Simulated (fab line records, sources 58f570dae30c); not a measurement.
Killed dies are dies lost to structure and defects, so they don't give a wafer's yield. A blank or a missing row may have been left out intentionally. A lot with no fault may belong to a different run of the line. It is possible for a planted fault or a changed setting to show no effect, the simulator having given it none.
Which of the tools did it? ; flow berkeleyCmos170 ; 7 lots, 21 wafers sampled, at 1 step of a route of 331

== WHAT EACH GAUGE READ, for each wafer ==
UCB170_SILICIDE_THK_MEAS_03: measures by xrf.
lot;measured;on;SILICIDE_TI_THK (nm)
L495;day 7 16:50;filmMetro-03;29.7 29.6 30.0
L499;day 8 00:37;filmMetro-01;29.9 30.0 30.4
L503;day 9 02:57;filmMetro-03;30.0 30.8 30.2
L506;day 9 10:29;filmMetro-03;29.9 30.2 29.9
L511;day 10 20:04;filmMetro-04;29.9 30.0 30.6
L516;day 11 17:35;filmMetro-03;30.0 29.4 29.6
L515;day 12 07:27;filmMetro-03;29.7 29.7 29.8

== WHAT TOOL EACH LOT RAN ON (gives the tool, then ch and the chambers of the sampled wafers, and finally the start) ==
There is no process step in the record ahead of these readings.

== THE ANSWER, worked out from the rows above alone ==
Rule: what is usual is taken from the lots themselves. The widest of any qualifying gaps counts: lots, ordered by their means at a reading, are off when they make up no more than a third of the lots, leave a main group of 4 or more, and stand apart from it by 3 or more times the standard deviation of that group's means. If all means in a main group match to the digits the tables above print for the reading, that group is not used. Also off: a lot with no number at a reading for which 4 or more lots have one. The other lots that the step has rows for count as sound.
No lot is off at any reading shown: from this, nothing can be told.

== WHAT THE SIMULATOR HAD PUT IN ==
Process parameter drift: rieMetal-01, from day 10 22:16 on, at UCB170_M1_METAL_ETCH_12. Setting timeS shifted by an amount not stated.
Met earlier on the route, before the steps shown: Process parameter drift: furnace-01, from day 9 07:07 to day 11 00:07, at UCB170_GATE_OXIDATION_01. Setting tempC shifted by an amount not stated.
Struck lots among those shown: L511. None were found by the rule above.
